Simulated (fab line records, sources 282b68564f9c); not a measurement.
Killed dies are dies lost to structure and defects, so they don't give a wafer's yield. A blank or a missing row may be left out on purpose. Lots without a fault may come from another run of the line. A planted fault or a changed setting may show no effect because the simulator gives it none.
fab line records | flow rit_cmos
record lots=7 wafers=21 last_day=6
route steps=202 shown NRETRO@53 PRETRO@64 M1@202
lots that met no fault: from a run of the same line without faults
start_h: hours from the record's first day to the start of the lot's first wafer shown | wait_h: hours since the lot's step before | " the same as in the row above | L1.1+2: a row that stands for several wafers | - no value, or no start given | * or withheld: withheld | < > ~ a bound
route shown NAME@n: a module of which the file shows steps, and the number in the route of the first | usual: mean/standard deviation of fault-free wafers | same: alike in all rows | chamber/n: place in a boat | sites: the reading at each site | _std_site: their standard deviation | _edge_site: outer sites' mean less inner sites' | radius_mm: how far each site lies from the wafer's centre | mask NAME#n: copy n | behind: the tool/chamber that last shaped the wafer | hold: why the lot was held/for how many hours/how that ended | device: the transistor (n, p or np) that didn't switch | end of line: the same wafers' tests at the end of the route | a step without rows: its recipe alone | killed: dies lost to structure and defects at the first sort, not the wafer's yield | map: a wafer's dies, x killed, . not, _ none there
set.NAME: the setting as run; set.NAME@STEP: as run at that earlier step | model.NAME: the simulator's own value behind a step, which no gauge read
lots at some steps of the route; a table a step, a row a wafer
services: from which hour (start_h, from the record's first day; less than 0 if before it) a tool's chamber was out of use, for how many hours, and why
## steps
# step RIT_NRETRO_HMDS_00
# recipe prime_time_s=60 prime_temp_c=140
# step RIT_NRETRO_COAT_01
# recipe resist=NOVOLAK spin_rpm=2000 resist_thk_nm=1300
# step RIT_NRETRO_SOFTBAKE_02
# recipe resist=NOVOLAK temp_c=90 time_s=60
# step RIT_NRETRO_EXPOSE_03
# recipe mask_id=M4 na=0.57 target_cd_nm=43900 dose_mj=250
# step RIT_NRETRO_PEB_04
# recipe resist=NOVOLAK temp_c=withheld time_s=withheld
# step RIT_NRETRO_DEVELOP_05
# recipe resist=NOVOLAK develop_time_s=68 dev_temp_c=23
# step RIT_NRETRO_OVL_MEAS_06
# usual NRETRO_OVL=0.7/1.5
# columns lot.wafer tool chamber start_h wait_h NRETRO_OVL[nm]
L931.3 overlay-01 - 51.56 - 0.6
L931.5 " - " " 0.6
L931.6 " - " " -1.3
L937.1 overlay-01 - 83.84 - 2.3
L937.5 " - " " 1.7
L937.6 " - " " 2.1
L938.3 overlay-01 - 88.94 - 1.0
L938.5 " - " " 0.3
L938.6 " - " " 3.0
L939.1 overlay-01 - 93.13 - 0.3
L939.2 " - " " 0.3
L939.6 " - " " -0.4
L940.1 overlay-02 - 97.01 - -0.5
L940.4 " - " " 0.5
L940.5 " - " " 0.0
L941.2 overlay-01 - 101.98 - -3.6
L941.5 " - " " -0.8
L941.6 " - " " -0.9
L946.3 overlay-02 - 125.87 - 1.2
L946.4 " - " " 0.4
L946.5 " - " " 2.2
# step RIT_NRETRO_HARDBAKE_07
# recipe resist=NOVOLAK temp_c=140 time_s=120
# step RIT_NRETRO_IMPLANT_08
# recipe species=P energy_kev=70 dose_cm2=1e+13 tilt_deg=7
# step RIT_NRETRO_STRIP_09
# recipe chemistry=O2 time_s=180 resist=NOVOLAK platen_temp_c=withheld power_w=500 pressure_mtorr=4000 o2_flow_sccm=4000
# usual drypump_motor_current_A=5.2/0.37
# same time_s=180
# columns lot.wafer tool chamber start_h wait_h drypump_motor_current_A rf_hours_counter_h
L931.3 plasma_asher-04 0 52.04 0.1 4.8 -
L931.5 " 0 " " 4.8 -
L931.6 " 1 " " 5.2 -
L937.1 plasma_asher-03 0 84.28 0.1 5.8 49
L937.5 " 1 " " 5.4 -
L937.6 " 0 " " 5.8 -
L938.3 plasma_asher-01 0 89.42 0.1 5.3 -
L938.5 " 0 " " 5.3 -
L938.6 " 1 " " 4.7 -
L939.1 plasma_asher-04 1 93.57 0.1 5.2 52
L939.2 " 0 " " 4.8 52
L939.6 " 1 " " 5.2 -
L940.1 plasma_asher-03 1 97.59 0.2 5.5 50
L940.4 " 0 " " 5.8 -
L940.5 " 0 " " 5.8 -
L941.2 plasma_asher-04 0 102.42 0.1 4.8 53
L941.5 " 1 " " 5.2 -
L941.6 " 0 " " 4.8 -
L946.3 plasma_asher-01 0 126.35 0.1 5.3 -
L946.4 " 1 " " 4.7 -
L946.5 " 1 " " 4.7 -
# step RIT_NRETRO_TW_MEAS_10
# usual NRETRO_TW=1046/4.7
# columns lot.wafer tool chamber start_h wait_h NRETRO_TW
L931.3 film_metro-03 - 52.18 0.1 1044
L931.5 " - " " 1045
L931.6 " - " " 1043
L937.1 film_metro-03 - 84.45 0.1 1047
L937.5 " - " " 1046
L937.6 " - " " 1049
L938.3 film_metro-02 - 89.56 0.1 1038
L938.5 " - " " 1036
L938.6 " - " " 1037
L939.1 film_metro-02 - 93.75 0.1 1039
L939.2 " - " " 1038
L939.6 " - " " 1047
L940.1 film_metro-01 - 97.77 0.1 1044
L940.4 " - " " 1050
L940.5 " - " " 1050
L941.2 film_metro-03 - 102.61 0.1 1046
L941.5 " - " " 1050
L941.6 " - " " 1047
L946.3 film_metro-02 - 126.49 0.1 1048
L946.4 " - " " 1049
L946.5 " - " " 1054
# step RIT_PRETRO_HMDS_00
# recipe prime_time_s=60 prime_temp_c=140
# step RIT_PRETRO_COAT_01
# recipe resist=NOVOLAK spin_rpm=2000 resist_thk_nm=1300
# usual spin_speed_rpm=1999.9/1.1
# columns lot.wafer tool chamber start_h wait_h spin_speed_rpm model.NOVOLAK_of_PRETRO_COAT_01.thk_nm
L931.3 litho_track-03 0 52.42 0.1 1999.8 1304
L931.5 " 0 " " 2000.0 1306
L931.6 " 0 " " 2001.4 1308
L937.1 litho_track-01 0 84.77 0.1 1999.0 1299
L937.5 " 0 " " 2000.4 1298
L937.6 " 0 " " 1999.1 1299
L938.3 litho_track-02 0 89.80 0.1 2001.0 1296
L938.5 " 0 " " 1999.3 1296
L938.6 " 0 " " 2000.2 1293
L939.1 litho_track-03 0 93.96 0.1 1859.5 1346
L939.2 " 0 " " 1859.1 1350
L939.6 " 0 " " 1857.9 1349
L940.1 litho_track-03 0 97.98 0.1 1859.2 1349
L940.4 " 0 " " 1859.8 1349
L940.5 " 0 " " 1858.2 1344
L941.2 litho_track-03 0 102.91 0.1 1859.4 1345
L941.5 " 0 " " 1857.7 1343
L941.6 " 0 " " 1858.6 1343
L946.3 litho_track-01 0 126.73 0.1 1998.4 1303
L946.4 " 0 " " 1999.9 1302
L946.5 " 0 " " 1999.7 1300
# step RIT_PRETRO_SOFTBAKE_02
# recipe resist=NOVOLAK temp_c=90 time_s=60
# step RIT_PRETRO_EXPOSE_03
# recipe mask_id=M5 na=0.57 target_cd_nm=43700 dose_mj=250
# step RIT_PRETRO_PEB_04
# recipe resist=NOVOLAK temp_c=withheld time_s=withheld
# step RIT_PRETRO_DEVELOP_05
# recipe resist=NOVOLAK develop_time_s=68 dev_temp_c=23
# step RIT_PRETRO_OVL_MEAS_06
# usual PRETRO_OVL=1.2/1.5
# columns lot.wafer tool chamber start_h wait_h PRETRO_OVL[nm]
L931.3 overlay-01 - 53.11 - 4.0
L931.5 " - " " 3.9
L931.6 " - " " 2.5
L937.1 overlay-01 - 85.59 - -1.3
L937.5 " - " " -0.8
L937.6 " - " " 0.6
L938.3 overlay-01 - 90.61 - 0.7
L938.5 " - " " 1.7
L938.6 " - " " 2.5
L939.1 overlay-01 - 94.81 - -0.3
L939.2 " - " " 2.2
L939.6 " - " " 0.7
L940.1 overlay-01 - 98.83 - 0.4
L940.4 " - " " 2.7
L940.5 " - " " -0.3
L941.2 overlay-01 - 103.74 - 1.4
L941.5 " - " " 0.5
L941.6 " - " " 1.3
L946.3 overlay-02 - 127.55 - 3.1
L946.4 " - " " 0.3
L946.5 " - " " 1.5
# step RIT_PRETRO_HARDBAKE_07
# recipe resist=NOVOLAK temp_c=140 time_s=120
# same time_s=120
# columns lot.wafer tool chamber start_h wait_h model.NOVOLAK_of_PRETRO_COAT_01.thk_nm
L931.3 litho_track-03 0 53.22 0.1 1140
L931.5 " 0 " " 1142
L931.6 " 0 " " 1144
L937.1+6 litho_track-02 0 85.62 0.0 1136
L937.5 " 0 " " 1135
L938.3+5 litho_track-03 0 90.72 0.1 1133
L938.6 " 0 " " 1131
L939.1 litho_track-01 0 94.85 0.0 1177
L939.2 " 0 " " 1180
L939.6 " 0 " " 1179
L940.1 litho_track-02 0 98.87 0.0 1180
L940.4 " 0 " " 1179
L940.5 " 0 " " 1175
L941.2 litho_track-02 0 103.81 0.1 1175
L941.5+6 " 0 " " 1174
L946.3 litho_track-02 0 127.65 0.1 1139
L946.4 " 0 " " 1138
L946.5 " 0 " " 1137
# step RIT_PRETRO_IMPLANT_08
# recipe species=B energy_kev=45 dose_cm2=1.2e+13 tilt_deg=7
# step RIT_M1_PROBE_99
# usual killed_at_front_end=6.6/3 killed_dies=6.6/3 killed_open=3.4/2 killed_short=3.2/2
# same gross_dies=264 killed_at_M0_to_M3=0 killed_at_M4_up=0 killed_at_back_side=0 killed_at_contacts=0 killed_at_other=0
# columns lot.wafer tool chamber start_h wait_h killed_at_front_end killed_dies killed_open killed_short
L931.3 prober-01 - 83.30 0.2 11 11 7 4
L931.5 prober-01 - 83.40 0.2 6 6 3 3
L931.6 prober-01 - 83.45 0.2 8 8 3 5
L938.3 prober-02 - 117.81 0.2 5 5 3 2
L938.5 prober-02 - 117.91 0.2 8 8 5 3
L938.6 prober-02 - 117.96 0.2 14 14 7 7
L939.1 prober-01 - 122.75 0.1 4 4 0 4
L939.2 prober-01 - 122.80 0.1 6 6 5 1
L939.6 prober-01 - 123.00 0.2 9 9 1 8
L946.3 prober-01 - 155.05 0.2 4 4 3 1
L946.4 prober-01 - 155.10 0.2 7 7 5 2
L946.5 prober-01 - 155.15 0.2 5 5 2 3
# killed by level:class
L931.3 FOX2:geometric_particle:open=2 FOX2:geometric_particle:short=2 REOX:geometric_particle:open=2 ACTIVE:geometric_particle:open=1 GATE:geometric_particle:open=1 GATE:geometric_particle:short=1 SPACER:geometric_particle:open=1 SILICIDE:geometric_particle:short=1
L931.5 SPACER:geometric_particle:open=2 REOX:geometric_particle:short=1 SPACER:geometric_particle:short=1 SILICIDE:geometric_particle:short=1 SILICIDE:geometric_particle:open=1
L931.6 SILICIDE:geometric_particle:short=2 FOX1:geometric_particle:open=1 FOX2:geometric_particle:short=1 GATE:geometric_particle:short=1 GATE:geometric_particle:open=1 REOX:geometric_particle:short=1 REOX:geometric_particle:open=1
L938.3 GATE:geometric_particle:open=2 FOX1:geometric_particle:short=1 GATE:geometric_particle:short=1 SPACER:geometric_particle:open=1
L938.5 GATE:geometric_particle:open=2 SILICIDE:geometric_particle:open=2 ACTIVE:geometric_particle:short=1 REOX:geometric_particle:open=1 REOX:geometric_particle:short=1 SILICIDE:geometric_particle:short=1
L938.6 GATE:geometric_particle:short=4 SILICIDE:geometric_particle:open=3 REOX:geometric_particle:short=2 FOX1:geometric_particle:open=1 FOX2:geometric_particle:open=1 FOX2:geometric_particle:short=1 GATE:geometric_particle:open=1 SPACER:geometric_particle:open=1
L939.1 FOX2:geometric_particle:short=1 GATE:geometric_particle:short=1 REOX:geometric_particle:short=1 SILICIDE:geometric_particle:short=1
L939.2 GATE:geometric_particle:open=4 FOX1:geometric_particle:open=1 GATE:geometric_particle:short=1
L939.6 GATE:geometric_particle:short=6 FOX1:geometric_particle:short=1 SPACER:geometric_particle:short=1 SPACER:geometric_particle:open=1
L946.3 SPACER:geometric_particle:open=2 FOX1:geometric_particle:open=1 GATE:geometric_particle:short=1
L946.4 GATE:geometric_particle:open=2 FOX1:geometric_particle:open=1 FOX2:geometric_particle:open=1 GATE:geometric_particle:short=1 REOX:geometric_particle:short=1 SPACER:geometric_particle:open=1
L946.5 FOX1:geometric_particle:short=2 FOX1:geometric_particle:open=1 GATE:geometric_particle:open=1 SPACER:geometric_particle:short=1
## services
# columns tool chamber start_h hours kind
plasma_asher-01 - 38.42 0.3 repair
plasma_asher-01 - 108.75 9.0 pm
plasma_asher-01 0 108.75 9.0 vent_cycle
plasma_asher-01 1 108.75 9.0 vent_cycle
plasma_asher-01 0 117.75 - clean
plasma_asher-01 1 117.75 - clean
## key
first_sign step=RIT_PRETRO_COAT_01 reading=spin_speed_rpm direction=down sigmas=99+ usual=1999.9 struck=1858.8
effect none on later readings
model_effect step=RIT_PRETRO_COAT_01 value=NOVOLAK_of_PRETRO_COAT_01.thk_nm without=1298 struck=1346
model_effect step=RIT_PRETRO_HARDBAKE_07 value=NOVOLAK_of_PRETRO_COAT_01.thk_nm without=1135 struck=1177
met_at RIT_PRETRO_COAT_01
struck_wafers L939.1,L939.2,L939.6,L940.1,L940.4,L940.5,L941.2,L941.5,L941.6
tester_left_out L939,L940,L941
onset_between 52.42 93.96
fault kind=process_parameter_drift tool=litho_track-03 chamber=- onset_h=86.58 steps=RIT_PRETRO_COAT_01 channel=spin_rpm offset=-141.07 shape=step end_h=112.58 acts_in=these_recipes_only stated=2000
# tester_left_out: of these lots the tester's yield and bins aren't shown, on N5 and GAA mostly nor the transistor test; their killed dies are dies lost to structure and defects alone, not to doping, threshold or leakage, so they don't give the yield
